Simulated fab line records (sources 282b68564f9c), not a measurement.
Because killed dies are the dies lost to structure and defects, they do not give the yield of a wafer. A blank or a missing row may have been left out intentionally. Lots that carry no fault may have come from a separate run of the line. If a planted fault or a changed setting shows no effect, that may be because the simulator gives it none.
fab line records	flow rit_cmos
[record] lots = 13	wafers = 39	last_day = 7
route steps=202 shown ACTIVE@15 M1@202
lots untouched by any fault: they come from a run of this same line in which no faults occurred
start_h: start of the lot's first displayed wafer, in hours after the record's first day	wait_h: how many hours have passed since the lot's step before this one	" unchanged from the row above	L1.1+2: a row that stands for several wafers	- no value, or no start was given	* or withheld: withheld	< > ~ a bound
route shown NAME@n: a module of which the file shows steps, and the number in the route of the first	usual: average and standard deviation across the fault-free wafers	same: alike in all rows	chamber/n: place in a boat	sites: the reading at each site	_std_site: the values' standard deviation	_edge_site: the outer-site mean with the inner-site mean subtracted	radius_mm: for every site, how far away it sits from the centre of the wafer	mask NAME#n: copy n	behind: the last tool/chamber to shape the wafer	hold: reason for holding the lot/hours on hold/outcome of the hold	device: the transistor (n, p or np) that didn't switch	end of line: at the end of the route, the tests of the same wafers	a step given without rows: its recipe and nothing more	killed: dies that structure and defects cost at the first sort, which is not the same as the wafer's yield	map: dies across one wafer; x = killed, . = not, _ = none there
set.NAME: the setting the step ran with; set.NAME@STEP: the setting that earlier step ran with	model.NAME: the simulator's own value behind a step, which no gauge read
route steps across a sampled set of lots; one table per step, one row per wafer
services: a tool's chamber out of use, with start hour (start_h, from the record's first day; less than 0 if before it), hours out, and reason
[[steps]]
[step RIT_ACTIVE_STRIP_14]
[recipe] chemistry = O2	time_s = 180	resist = NOVOLAK	platen_temp_c = withheld	power_w = 500	pressure_mtorr = 4000	o2_flow_sccm = 4000
[usual] chamber_pressure_mTorr = 4000/3.7	drypump_motor_current_A = 6.0/0.57
[same] time_s = 180
lot.wafer	tool	chamber	start_h	wait_h	chamber_pressure_mTorr	drypump_motor_current_A	rf_hours_counter_h
L919.4	plasma_asher-03	1	16.70	0.1	4008	5.6	-
L919.5	"	0	"	"	4005	6.5	-
L919.6	"	1	"	"	4000	5.5	-
L920.1	plasma_asher-03	0	20.44	0.1	4005	6.5	35
L920.3	"	0	"	"	4003	6.5	-
L920.6	"	0	"	"	4002	6.5	-
L921.2	plasma_asher-01	0	25.03	0.1	4006	6.6	39
L921.3	"	0	"	"	4002	6.6	-
L921.6	"	0	"	"	4005	6.6	-
L922.3	plasma_asher-01	0	30.99	0.1	4002	6.6	-
L922.5	"	0	"	"	3997	6.6	-
L922.6	"	1	"	"	3999	5.1	-
L923.2	plasma_asher-01	0	38.35	0.1	4000	6.6	40
L923.5	"	1	"	"	3998	5.1	-
L923.6	"	0	"	"	3996	6.6	-
L924.2	plasma_asher-01	0	43.32	0.1	4000	6.6	41
L924.3	"	0	"	"	4000	6.6	-
L924.4	"	1	"	"	4000	5.1	-
L925.2	plasma_asher-03	1	45.04	0.1	3998	5.6	37
L925.3	"	0	"	"	4002	6.5	-
L925.6	"	0	"	"	4000	6.4	-
L926.3	plasma_asher-02	0	51.11	0.1	3997	6.1	-
L926.4	"	1	"	"	3997	6.4	-
L926.5	"	1	"	"	4001	6.4	-
L929.2	plasma_asher-02	0	64.92	0.1	4000	6.1	28
L929.3	"	0	"	"	3995	6.1	-
L929.5	"	1	"	"	4003	6.4	-
L931.1	plasma_asher-02	0	75.10	0.1	4809	6.1	29
L931.2	"	1	"	"	4802	6.4	29
L931.6	"	1	"	"	4799	6.4	-
L934.3	plasma_asher-02	0	90.17	0.1	4798	6.1	-
L934.4	"	1	"	"	4798	6.4	-
L934.6	"	0	"	"	4801	6.1	-
L938.1	plasma_asher-01	1	110.02	0.1	3998	5.0	48
L938.2	"	0	"	"	4001	6.6	48
L938.4	"	1	"	"	3998	5.1	-
L939.1	plasma_asher-03	1	114.84	0.1	4002	5.6	45
L939.3	"	0	"	"	4001	6.5	-
L939.6	"	0	"	"	4000	6.4	-
[step RIT_M1_PROBE_99]
[usual] killed_at_contacts = 0.1/0.25	killed_at_front_end = 8/3.3	killed_dies = 8/3.3	killed_open = 3.9/2.1	killed_short = 3.8/2.2
[same] gross_dies = 264	killed_at_M0_to_M3 = 0	killed_at_M4_up = 0	killed_at_back_side = 0	killed_at_other = 0
lot.wafer	tool	chamber	start_h	wait_h	killed_at_contacts	killed_at_front_end	killed_dies	killed_open	killed_short
L926.3	prober-01	-	96.04	0.2	0	6	6	5	1
L926.4	prober-01	-	96.09	0.2	0	3	3	2	1
L926.5	prober-01	-	96.14	0.2	0	5	5	5	0
L931.1	prober-02	-	121.49	0.1	0	7	7	3	4
L931.2	prober-02	-	121.54	0.1	0	4	4	2	2
L931.6	prober-02	-	121.74	0.2	0	9	9	3	6
// killed by level:class
L926.3 GATE:geometric_particle:open=2 FOX1:geometric_particle:short=1 FOX1:geometric_particle:open=1 REOX:geometric_particle:open=1 SPACER:geometric_particle:open=1
L926.4 GATE:geometric_particle:open=1 SPACER:geometric_particle:short=1 SPACER:geometric_particle:open=1
L926.5 GATE:geometric_particle:open=2 FOX2:geometric_particle:open=1 REOX:geometric_particle:open=1 SILICIDE:geometric_particle:open=1
L931.1 GATE:geometric_particle:open=2 SILICIDE:geometric_particle:short=2 GATE:geometric_particle:short=1 SPACER:geometric_particle:open=1 SPACER:geometric_particle:short=1
L931.2 REOX:geometric_particle:short=2 FOX2:geometric_particle:open=1 REOX:geometric_particle:open=1
L931.6 FOX2:geometric_particle:short=4 SILICIDE:geometric_particle:open=2 FOX1:geometric_particle:open=1 GATE:geometric_particle:short=1 SILICIDE:geometric_particle:short=1
[[services]]
tool	chamber	start_h	hours	kind
plasma_asher-03	-	99.70	4.1	repair
plasma_asher-01	-	112.34	9.9	pm
[[key]]
[first_sign] step = RIT_ACTIVE_STRIP_14	reading = chamber_pressure_mTorr	direction = up	sigmas = 99+	usual = 4000	struck = 4801
effect none on later readings
met_at RIT_ACTIVE_STRIP_14
struck_lots L931,L934
tester_left_out L931,L934
onset_between 64.92 75.10
[fault] kind = process_parameter_drift	tool = plasma_asher-02	chamber = -	onset_h = 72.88	steps = RIT_ACTIVE_STRIP_14	channel = pressure_mtorr	offset = 800	shape = step	end_h = 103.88	acts_in = these_recipes_only	stated = 4000
// tester_left_out: of these lots the tester's yield and bins aren't shown, on N5 and GAA mostly nor the transistor test; their killed dies are dies lost to structure and defects alone, not to doping, threshold or leakage, so they don't give the yield
